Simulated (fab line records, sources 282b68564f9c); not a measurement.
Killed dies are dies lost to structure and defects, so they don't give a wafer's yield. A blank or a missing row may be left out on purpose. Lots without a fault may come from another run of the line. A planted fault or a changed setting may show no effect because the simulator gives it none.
One fault seen from 2 desks | flow rit_cmos | each desk has only its own numbers; what lay behind them comes last

THE METROLOGY DESK
What the gauges read, lot by lot, whatever tool the lot ran on: means of the sampled wafers that have a number. A lot is out of limits, marked OUT, if its mean lies more than 4 standard deviations from the usual mean; the brackets give that distance.
Columns: A = M1_AL_RS at RIT_M1_RS_MEAS_01, usual 0.0737 ohm/sq; B = M1_AL_THK at RIT_M1_THK_MEAS_02, usual 394 nm
lot  | first seen here | A                 | B
L688 | day 3 12:28     | 0.0724            | 402
L690 | day 3 20:17     | 0.0730            | 400
L691 | day 4 02:27     | 0.0739            | 395
L692 | day 4 06:38     | 0.0729            | 396
L693 | day 4 11:28     | 0.0740            | 394
L694 | day 4 15:55     | 0.0729            | 400
L695 | day 4 20:43     | 0.0735            | 397
L698 | day 5 13:05     | 0.0806 (+8.9) OUT | 359 (-7.1) OUT
L702 | day 6 10:55     | 0.0735            | 398
L703 | day 6 13:42     | 0.0737            | 394
L705 | day 7 00:23     | 0.0730            | 391
L707 | day 7 09:56     | 0.0737            | 396
L709 | day 7 19:20     | 0.0737            | 393
This desk's finding: out of limits on L698; first on L698, day 5 13:05 (M1_AL_RS at RIT_M1_RS_MEAS_01). In limits: L688, L690, L691, L692, L693, L694, L695, L702, L703, L705, L707, L709.

THE TOOL OWNER'S DESK: pvd_sputter-04
The tool's own readings at RIT_M1_SPUTTER_00 (material Al, target thk 400 nm, time 500 s): means of the sampled wafers that have a number, for each lot that ran on this tool. A lot is out of limits, marked OUT, if its mean lies more than 4 standard deviations from the usual mean; the brackets give that distance.
Columns: A = cathode_dc_power_W at RIT_M1_SPUTTER_00, usual 2000.0 W; B = throttle_valve_pct at RIT_M1_SPUTTER_00, usual 30.1 %
lot  | first seen here | A      | B
L690 | day 3 20:00     | 2000.0 | 29.4
L692 | day 4 06:20     | 2000.2 | 29.3
L694 | day 4 15:38     | 2000.1 | 30.0
L698 | day 5 12:47     | 2000.3 | 29.3
This desk's finding: nothing out of limits on any of the 4 lots.

PUT TOGETHER
The metrology desk could have raised an alarm at day 5 13:05, on L698.
The tool owner's desk saw nothing out of limits.
The tool owner's desk has L698 on record, within its limits.
Of the lots named, all ran RIT_M1_SPUTTER_00 on pvd_sputter-04.

WHAT THE SIMULATOR HAD PUT IN
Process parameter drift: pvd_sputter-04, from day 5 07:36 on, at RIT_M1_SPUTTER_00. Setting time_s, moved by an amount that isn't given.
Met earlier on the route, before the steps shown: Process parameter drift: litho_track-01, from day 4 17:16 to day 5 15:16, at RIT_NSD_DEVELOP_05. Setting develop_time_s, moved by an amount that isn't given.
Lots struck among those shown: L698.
Hours from the fault's start to each desk's first reading out of limits: the metrology desk, 5.
